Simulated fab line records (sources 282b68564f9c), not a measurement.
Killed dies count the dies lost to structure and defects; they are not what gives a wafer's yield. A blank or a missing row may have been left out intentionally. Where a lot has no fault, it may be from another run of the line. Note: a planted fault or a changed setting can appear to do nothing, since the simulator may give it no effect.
A struck lot beside a sound one    flow rit_cmos    44 out of 202 route steps
Sound: wafers L278.3, L278.4, L278.6. The struck wafers were L281.1, L281.3, L281.4. At the end, the cause is stated.
Order at every step that has rows: each side's tool, ch and its chambers, its first start. Under that, the readings that differ: sound wafers    struck wafers    difference of the means    sigmas: that difference in standard deviations of wafers without a fault.
alike: words and numbers the same on both sides, and readings whose means are apart by under 2 such deviations; not compared: readings that were withheld, readings missing a value for some wafer, numbers with overlapping values and no deviation given by the record, and bounds like >300 which may hide the same value.
Wherever a step has rows on one side only, a row that says differs or no value, or a row with sigmas, the two part there. Numbers that have no deviation but don't overlap get no sigmas and don't part them. A reading missing from all wafers of one side parts the sides only when that side holds two or more wafers.

first, 1 step without rows for these wafers: RIT_ACTIVE_DEVELOP_10 (develop time 48.72 s).
RIT_ACTIVE_CD_MEAS_11: the cd target is 1400 nm.
  struck on cd_sem-01, day 2 15:49; sound on cd_sem-01, day 2 00:29
  alike: cd_nm
then, 1 step without rows for these wafers: RIT_ACTIVE_HARDBAKE_12 (time 60 s).
RIT_ACTIVE_ETCH_13: etches Si3N4 in SF6, stops on SiO2, time 210 s, target depth 210 nm.
  sound on rie_diel-02 ch 1,2, day 2 00:43; struck on rie_diel-04 ch 2,3, day 2 16:05
reading                 sound              struck             difference  sigmas
SF6_flow_sccm (sccm)    200.8 201.0 200.5  199.8 199.6 199.0  -1.3        -2
oes_product_au (a.u.)   0.835 0.840 0.826  0.805 0.815 0.799  -0.027      -3
throttle_valve_pct (%)  7.29 7.28 7.29     7.56 7.62 7.54     +0.29       +3
  alike: drypump_motor_current_A
  not compared: rf_hours_counter_h
RIT_ACTIVE_STRIP_14: strips in O2, time 180 s.
  sound on plasma_asher-04 ch 0,1, day 2 00:54; struck on plasma_asher-04 ch 0,1, day 2 16:13
  alike: drypump_motor_current_A
  not compared: rf_hours_counter_h
RIT_ACTIVE_CD_MEAS_90: the cd target is 1400 nm.
  struck on cd_sem-01, day 2 16:23; sound on cd_sem-01, day 2 01:04
  alike: cd_nm
then, 4 steps without rows for these wafers: RIT_ACTIVE_CLEAN_15 (cleans in SC1, time 600 s); RIT_ACTIVE_CLEAN_16 (cleans in dHF, time 30 s); RIT_ACTIVE_CLEAN_17 (cleans in SC2, time 600 s); RIT_FOX1_OXIDATION_00 (target thk 350.7 nm, ox time 1130 s).
RIT_FOX1_THK_MEAS_01:
  struck on film_metro-02, day 2 18:47; sound on film_metro-01, day 2 03:14
reading              sound        struck       difference  sigmas
FOX1_OXIDE_THK (nm)  364 364 360  350 348 343  -16         -2
then, 1 step without rows for these wafers: RIT_FOX1_WET_ETCH_02 (etches SiO2 in BOE, target depth 350 nm, time 390 s).
RIT_FOX2_OXIDATION_00: target thk 350.7 nm, ox time 1130 s.
  sound on furnace-02 ch 0, day 2 03:24; struck on furnace-01 ch 0, day 2 22:49
RIT_FOX2_THK_MEAS_01:
  struck on film_metro-01, day 3 00:11; sound on film_metro-01, day 2 04:44
reading              sound        struck       difference  sigmas
FOX2_OXIDE_THK (nm)  353 352 353  529 537 528  +179        +27
RIT_FOX2_CLEAN_02: cleans in dHF, time 180 s.
  sound on wet_bench-02 ch 2, day 2 04:46; struck on wet_bench-01 ch 3, day 3 00:15
reading                                      sound              struck             difference  sigmas
model.SiO2_of_FOX2_OXIDATION_00.thk_nm (nm)  335.9 334.9 336.1  512.4 520.4 511.6  +179.2      
model.Si3N4_of_ACTIVE_CVD_03.thk_nm (nm)     130.8 130.5 130.3  124.5 125.3 125.8  -5.3        
RIT_FOX2_WET_ETCH_03: etches Si3N4 in H3PO4, target depth 195 nm, time 2624 s.
  sound on wet_bench-03 ch 0, day 2 04:50; struck on wet_bench-02 ch 1, day 3 00:19
reading                                      sound              struck           difference  sigmas
model.SiO2_of_FOX2_OXIDATION_00.thk_nm (nm)  325.3 324.4 325.5  502 509.9 501.2  +179        
RIT_FOX2_THK_MEAS_90:
  struck on film_metro-04, day 3 01:04; sound on film_metro-01, day 2 05:41
reading                      sound        struck       difference  sigmas
FIELD_OXIDE_LEFT_1_THK (nm)  325 325 326  502 510 501  +179        +28
then, 6 steps without rows for these wafers: RIT_NWELL_HMDS_00 (prime time 60 s); RIT_NWELL_COAT_01 (resist thk 1300 nm); RIT_NWELL_SOFTBAKE_02 (time 60 s); RIT_NWELL_EXPOSE_03 (exposes mask M2, target cd 43900 nm); RIT_NWELL_PEB_04; RIT_NWELL_DEVELOP_05 (develop time 68 s).
RIT_NWELL_OVL_MEAS_06:
  struck on overlay-01, day 3 02:17; sound on overlay-02, day 2 06:44
  alike: NWELL_OVL
then, 2 steps without rows for these wafers: RIT_NWELL_HARDBAKE_07 (time 120 s); RIT_NWELL_IMPLANT_08.
RIT_NWELL_STRIP_09: strips in O2, time 180 s.
  sound on plasma_asher-04 ch 0,1, day 2 07:13; struck on plasma_asher-04 ch 0,1, day 3 02:56
  alike: drypump_motor_current_A
  not compared: rf_hours_counter_h
RIT_NWELL_TW_MEAS_10:
  struck on film_metro-03, day 3 03:07; sound on film_metro-02, day 2 07:21
  alike: NWELL_TW
then, 6 steps without rows for these wafers: RIT_PWELL_HMDS_00 (prime time 60 s); RIT_PWELL_COAT_01 (resist thk 1300 nm); RIT_PWELL_SOFTBAKE_02 (time 60 s); RIT_PWELL_EXPOSE_03 (exposes mask M3, target cd 43700 nm); RIT_PWELL_PEB_04; RIT_PWELL_DEVELOP_05 (develop time 65.95 s).
RIT_PWELL_OVL_MEAS_06:
  struck on overlay-01, day 3 04:07; sound on overlay-01, day 2 08:25
  alike: PWELL_OVL
then, 2 steps without rows for these wafers: RIT_PWELL_HARDBAKE_07 (time 120 s); RIT_PWELL_IMPLANT_08.
RIT_PWELL_STRIP_09: strips in O2, time 180 s.
  sound on plasma_asher-03 ch 0,1, day 2 08:53; struck on plasma_asher-04 ch 0,1, day 3 04:33
  alike: drypump_motor_current_A
  not compared: rf_hours_counter_h
RIT_PWELL_TW_MEAS_10:
  struck on film_metro-02, day 3 04:43; sound on film_metro-01, day 2 09:02
reading   sound        struck       difference  sigmas
PWELL_TW  940 937 937  974 979 973  +37         +2
then, 1 step without rows for these wafers: RIT_WELLDRIVE_ANNEAL_00 (time 14700 s).
RIT_WELLDRIVE_RS_MEAS_01: measures by four-point-probe.
  struck on film_metro-01, day 3 09:52; sound on film_metro-02, day 2 14:11
  alike: NWELL_RS
RIT_WELLDRIVE_RS_MEAS_02: measures by four-point-probe.
  struck on film_metro-01, day 3 09:59; sound on film_metro-02, day 2 14:19
  alike: PWELL_RS
RIT_FOX2_THK_MEAS_91:
  struck on film_metro-03, day 3 14:35; sound on film_metro-03, day 2 17:56
reading                      sound        struck       difference  sigmas
FIELD_OXIDE_LEFT_2_THK (nm)  256 256 257  434 442 433  +180        +28
RIT_M1_PROBE_99:
  struck on prober-01, day 4 16:59; sound on prober-02, day 3 21:28
reading        sound  struck  difference  sigmas
killed_on_rim  5 5 4  1 3 0   -3          -2
  alike: killed_at_M0_to_M3, killed_at_contacts, killed_at_front_end, killed_dies, killed_open, killed_short

WHERE THEY PART
Earliest at RIT_ACTIVE_ETCH_13; latest, in this record, at RIT_M1_PROBE_99.

WHY: whatever the simulator had introduced
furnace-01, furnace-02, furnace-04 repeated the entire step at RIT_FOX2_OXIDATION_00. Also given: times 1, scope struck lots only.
